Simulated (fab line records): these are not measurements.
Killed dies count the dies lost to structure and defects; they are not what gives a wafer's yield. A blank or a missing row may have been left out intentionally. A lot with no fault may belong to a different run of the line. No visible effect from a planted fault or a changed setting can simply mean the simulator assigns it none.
fab line records | flow berkeley_cmos170
record: lots: 14 | wafers: 42 | last_day: 12
route steps=331 shown FIELD@91 PLDD@150 CONTACT@224 V1@257
lots that met no fault: taken from a fault-free run of the same line
start_h: hours from the record's opening day to when the first of the lot's shown wafers began | wait_h: hours from the lot's prior step to this one | " identical to the entry in the row above | L1.1+2: one row covering several wafers at once | - no value, or no start was given | * or withheld: withheld | < > ~ a bound
route shown NAME@n: names a module that has steps shown in the file, with the first one's number in the route | usual: mean/standard deviation of fault-free wafers | same: alike in all rows | chamber/n: place in a boat | sites: per-site readings | _std_site: the standard deviation of these | _edge_site: mean of outer sites minus mean of inner sites | radius_mm: for every site, how far away it sits from the centre of the wafer | mask NAME#n: copy n | behind: the most recent tool/chamber to have shaped the wafer | hold: why the lot was held/for how many hours/how that ended | device: the n, p or np transistor that did not switch | end of line: the same wafers' tests at the end of the route | a step without rows: its recipe alone | killed: dies that structure and defects cost at the first sort, which is not the same as the wafer's yield | map: a wafer's dies, x killed, . not, _ none there
set.NAME: the setting the step ran with; set.NAME@STEP: the setting that earlier step ran with | model.NAME: the simulator's own value behind a step, which no gauge read
route steps across a sampled set of lots; one table per step, one row per wafer
services: a tool's chamber out of use, with start hour (start_h, from the record's first day; less than 0 if before it), hours out, and reason
== steps ==
step: UCB170_FIELD_THK_MEAS_02
recipe: reads: SiO2_of_FIELD_OXIDATION_01
usual: FIELD_OXIDE_THK: 557/12
lot.wafer | tool          | chamber | start_h | wait_h | FIELD_OXIDE_THK[nm]
L494.2    | film_metro-03 | -       | 85.19   | 0.0    | 570
L494.3    | "             | -       | "       | "      | 573
L494.5    | "             | -       | "       | "      | 574
L495.2    | film_metro-04 | -       | 85.19   | 0.0    | 573
L495.3    | "             | -       | "       | "      | 562
L495.5    | "             | -       | "       | "      | 563
L497.1    | film_metro-04 | -       | 98.87   | 0.0    | 540
L497.2    | "             | -       | "       | "      | 558
L497.3    | "             | -       | "       | "      | 548
L496.2    | film_metro-03 | -       | 98.88   | 0.0    | 550
L496.4    | "             | -       | "       | "      | 565
L496.6    | "             | -       | "       | "      | 558
L498.1    | film_metro-02 | -       | 110.22  | 0.0    | 551
L498.2    | "             | -       | "       | "      | 550
L498.5    | "             | -       | "       | "      | 555
L500.1    | film_metro-04 | -       | 119.29  | 0.0    | 550
L500.2    | "             | -       | "       | "      | 554
L500.6    | "             | -       | "       | "      | 551
L502.1    | film_metro-02 | -       | 131.47  | 0.0    | 551
L502.3    | "             | -       | "       | "      | 548
L502.5    | "             | -       | "       | "      | 552
L503.1    | film_metro-04 | -       | 131.47  | 0.0    | 542
L503.3    | "             | -       | "       | "      | 545
L503.6    | "             | -       | "       | "      | 546
L505.1    | film_metro-04 | -       | 144.26  | 0.0    | 574
L505.2    | "             | -       | "       | "      | 576
L505.5    | "             | -       | "       | "      | 580
L509.2    | film_metro-04 | -       | 163.47  | 0.0    | 562
L509.3    | "             | -       | "       | "      | 574
L509.4    | "             | -       | "       | "      | 578
L510.2    | film_metro-03 | -       | 169.36  | 0.0    | 557
L510.3    | "             | -       | "       | "      | 564
L510.6    | "             | -       | "       | "      | 550
L513.2    | film_metro-02 | -       | 187.67  | 0.0    | 565
L513.3    | "             | -       | "       | "      | 561
L513.6    | "             | -       | "       | "      | 567
L514.2    | film_metro-04 | -       | 195.08  | 0.0    | 547
L514.3    | "             | -       | "       | "      | 551
L514.6    | "             | -       | "       | "      | 544
L515.2    | film_metro-03 | -       | 195.08  | 0.0    | 546
L515.3    | "             | -       | "       | "      | 547
L515.4    | "             | -       | "       | "      | 538
step: UCB170_PLDD_DEVELOP_05
recipe: developer: TMAH | develop_time_s: 45 | resist: KrF | dev_temp_c: 21
usual: developer_temp_C: 21.00/0.1
lot.wafer | tool           | chamber | start_h | wait_h | developer_temp_C
L495.2    | litho_track-03 | 0       | 121     | -      | 20.94
L495.3    | "              | 0       | "       | "      | 20.87
L495.5    | "              | 0       | "       | "      | 20.91
L494.2    | litho_track-03 | 0       | 121     | -      | 20.88
L494.3    | "              | 0       | "       | "      | 20.91
L494.5    | "              | 0       | "       | "      | 20.96
L497.1    | litho_track-04 | 0       | 136     | -      | 20.98
L497.2    | "              | 0       | "       | "      | 20.96
L497.3    | "              | 0       | "       | "      | 20.97
L496.2    | litho_track-04 | 0       | 136     | -      | 20.96
L496.4    | "              | 0       | "       | "      | 21.04
L496.6    | "              | 0       | "       | "      | 20.96
L498.1    | litho_track-04 | 0       | 150     | -      | 20.88
L498.2    | "              | 0       | "       | "      | 20.96
L498.5    | "              | 0       | "       | "      | 20.79
L500.1    | litho_track-03 | 0       | 161     | -      | 20.97
L500.2    | "              | 0       | "       | "      | 20.91
L500.6    | "              | 0       | "       | "      | 20.96
L503.1    | litho_track-01 | 0       | 176     | -      | 21.24
L503.3    | "              | 0       | "       | "      | 21.02
L503.6    | "              | 0       | "       | "      | 21.12
L502.1    | litho_track-04 | 0       | 176     | -      | 21.01
L502.3    | "              | 0       | "       | "      | 21.04
L502.5    | "              | 0       | "       | "      | 20.94
L505.1    | litho_track-01 | 0       | 184     | -      | 20.92
L505.2    | "              | 0       | "       | "      | 20.96
L505.5    | "              | 0       | "       | "      | 20.86
L509.2    | litho_track-01 | 0       | 201     | -      | 21.91
L509.3    | "              | 0       | "       | "      | 21.83
L509.4    | "              | 0       | "       | "      | 21.75
L510.2    | litho_track-01 | 0       | 210     | -      | 21.77
L510.3    | "              | 0       | "       | "      | 21.74
L510.6    | "              | 0       | "       | "      | 21.62
L513.2    | litho_track-04 | 0       | 226     | -      | 20.86
L513.3    | "              | 0       | "       | "      | 21.08
L513.6    | "              | 0       | "       | "      | 20.87
L515.2    | litho_track-03 | 0       | 236     | -      | 21.00
L515.3    | "              | 0       | "       | "      | 20.92
L515.4    | "              | 0       | "       | "      | 21.07
L514.2    | litho_track-03 | 0       | 237     | -      | 21.04
L514.3    | "              | 0       | "       | "      | 20.91
L514.6    | "              | 0       | "       | "      | 20.93
step: UCB170_CONTACT_RTA_08
recipe: temp_c: 900 | time_s: 10 | ambient: N2
usual: lamp_power_pct: 25.89/0.042 | wafer_temp_C_max: 904.0/0.95
lot.wafer | tool          | chamber | start_h | wait_h | lamp_power_pct | wafer_temp_C_max
L495.2    | rtp_anneal-02 | 0       | 137.71  | 0.0    | 25.87          | 904.4
L495.3    | "             | 0       | "       | "      | 25.85          | 904.2
L495.5    | "             | 0       | "       | "      | 25.81          | 904.0
L494.2    | rtp_anneal-01 | 0       | 139.51  | 0.0    | 25.96          | 903.4
L494.3    | "             | 0       | "       | "      | 25.96          | 903.4
L494.5    | "             | 0       | "       | "      | 25.95          | 903.3
L497.1    | rtp_anneal-02 | 0       | 153.69  | 0.0    | 25.84          | 905.5
L497.2    | "             | 0       | "       | "      | 25.91          | 903.0
L497.3    | "             | 0       | "       | "      | 25.86          | 905.2
L496.2    | rtp_anneal-01 | 0       | 155.97  | 0.0    | 25.92          | 903.3
L496.4    | "             | 0       | "       | "      | 25.93          | 903.6
L496.6    | "             | 0       | "       | "      | 25.94          | 902.7
L498.1    | rtp_anneal-02 | 0       | 167.61  | 0.0    | 25.86          | 905.5
L498.2    | "             | 0       | "       | "      | 25.85          | 904.2
L498.5    | "             | 0       | "       | "      | 25.85          | 904.9
L500.1    | rtp_anneal-02 | 0       | 179.27  | 0.0    | 25.83          | 904.7
L500.2    | "             | 0       | "       | "      | 25.82          | 906.3
L500.6    | "             | 0       | "       | "      | 25.85          | 903.6
L502.1    | rtp_anneal-01 | 0       | 193.28  | 0.0    | 25.92          | 904.4
L502.3    | "             | 0       | "       | "      | 25.95          | 903.0
L502.5    | "             | 0       | "       | "      | 25.92          | 903.0
L503.1    | rtp_anneal-02 | 0       | 193.70  | 0.0    | 25.85          | 904.2
L503.3    | "             | 0       | "       | "      | 25.81          | 904.5
L503.6    | "             | 0       | "       | "      | 25.85          | 904.2
L505.1    | rtp_anneal-01 | 0       | 201.90  | 0.0    | 25.98          | 903.8
L505.2    | "             | 0       | "       | "      | 25.88          | 902.1
L505.5    | "             | 0       | "       | "      | 25.94          | 902.6
L509.2    | rtp_anneal-02 | 0       | 218.04  | 0.0    | 25.86          | 904.8
L509.3    | "             | 0       | "       | "      | 25.82          | 904.5
L509.4    | "             | 0       | "       | "      | 25.91          | 904.1
L510.2    | rtp_anneal-01 | 0       | 230.04  | 0.0    | 25.95          | 904.7
L510.3    | "             | 0       | "       | "      | 25.90          | 903.3
L510.6    | "             | 0       | "       | "      | 25.92          | 902.5
L513.2    | rtp_anneal-02 | 0       | 245.81  | 0.0    | 25.86          | 905.4
L513.3    | "             | 0       | "       | "      | 25.85          | 904.6
L513.6    | "             | 0       | "       | "      | 25.84          | 905.8
L514.2    | rtp_anneal-01 | 0       | 254.86  | 0.0    | 25.93          | 901.9
L514.3    | "             | 0       | "       | "      | 25.94          | 902.8
L514.6    | "             | 0       | "       | "      | 25.95          | 902.5
L515.2    | rtp_anneal-02 | 0       | 255.16  | 0.0    | 25.83          | 905.0
L515.3    | "             | 0       | "       | "      | 25.86          | 904.2
L515.4    | "             | 0       | "       | "      | 25.86          | 904.5
step: UCB170_V1_BOW_MEAS_03
recipe: mode: bow
usual: V1_BOW: 18/6.9
lot.wafer | tool          | chamber | start_h | wait_h | V1_BOW[um]
L495.2    | film_metro-02 | -       | 148.07  | 0.2    | 27
L495.3    | "             | -       | "       | "      | 19
L495.5    | "             | -       | "       | "      | 22
L494.2    | film_metro-02 | -       | 148.37  | 0.2    | 24
L494.3    | "             | -       | "       | "      | 10
L494.5    | "             | -       | "       | "      | 12
L497.1    | film_metro-03 | -       | 164.33  | 0.2    | 20
L497.2    | "             | -       | "       | "      | 16
L497.3    | "             | -       | "       | "      | 26
L496.2    | film_metro-01 | -       | 164.42  | 0.2    | 11
L496.4    | "             | -       | "       | "      | 19
L496.6    | "             | -       | "       | "      | 11
L498.1    | film_metro-03 | -       | 178.75  | 0.1    | 12
L498.2    | "             | -       | "       | "      | 21
L498.5    | "             | -       | "       | "      | 23
L500.1    | film_metro-02 | -       | 186.50  | 0.1    | 23
L500.2    | "             | -       | "       | "      | 20
L500.6    | "             | -       | "       | "      | 12
L502.1    | film_metro-02 | -       | 200.54  | 0.1    | 16
L502.3    | "             | -       | "       | "      | 21
L502.5    | "             | -       | "       | "      | 5
L503.1    | film_metro-03 | -       | 200.56  | 0.2    | 21
L503.3    | "             | -       | "       | "      | 23
L503.6    | "             | -       | "       | "      | 15
L505.1    | film_metro-01 | -       | 209.70  | 0.1    | 21
L505.2    | "             | -       | "       | "      | 16
L505.5    | "             | -       | "       | "      | 14
L509.2    | film_metro-03 | -       | 225.55  | 0.1    | 20
L509.3    | "             | -       | "       | "      | 24
L509.4    | "             | -       | "       | "      | 25
L510.2    | film_metro-03 | -       | 237.86  | 0.2    | 12
L510.3    | "             | -       | "       | "      | 0
L510.6    | "             | -       | "       | "      | 28
L513.2    | film_metro-02 | -       | 254.66  | 0.3    | 16
L513.3    | "             | -       | "       | "      | 18
L513.6    | "             | -       | "       | "      | 18
L514.2    | film_metro-02 | -       | 265.10  | 0.2    | 12
L514.3    | "             | -       | "       | "      | 14
L514.6    | "             | -       | "       | "      | 22
L515.2    | film_metro-03 | -       | 265.10  | 0.3    | 19
L515.3    | "             | -       | "       | "      | 11
L515.4    | "             | -       | "       | "      | 15
== services ==
tool          | chamber | start_h | hours | kind
rtp_anneal-01 | -       | 197.35  | 3.0   | pm
== key ==
first_sign: step: UCB170_PLDD_DEVELOP_05 | reading: developer_temp_C | direction: up | sigmas: 7.4 | usual: * | struck: *
effect none on later readings
met_at UCB170_PLDD_DEVELOP_05
struck_lots L509,L510
tester_left_out L509,L510
not_acting_at UCB170_FIELD_THK_MEAS_02,UCB170_CONTACT_RTA_08,UCB170_V1_BOW_MEAS_03
onset_between 184 201
fault: kind: process_parameter_drift | tool: litho_track-01 | chamber: - | onset_h: 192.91 | steps: UCB170_PLDD_DEVELOP_05 | channel: dev_temp_c | offset: * | shape: step | end_h: 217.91 | acts_in: * | stated: *
tester_left_out: of these lots the tester's yield and bins aren't shown, on N5 and GAA mostly nor the transistor test; their killed dies are dies lost to structure and defects alone, not to doping, threshold or leakage, so they don't give the yield
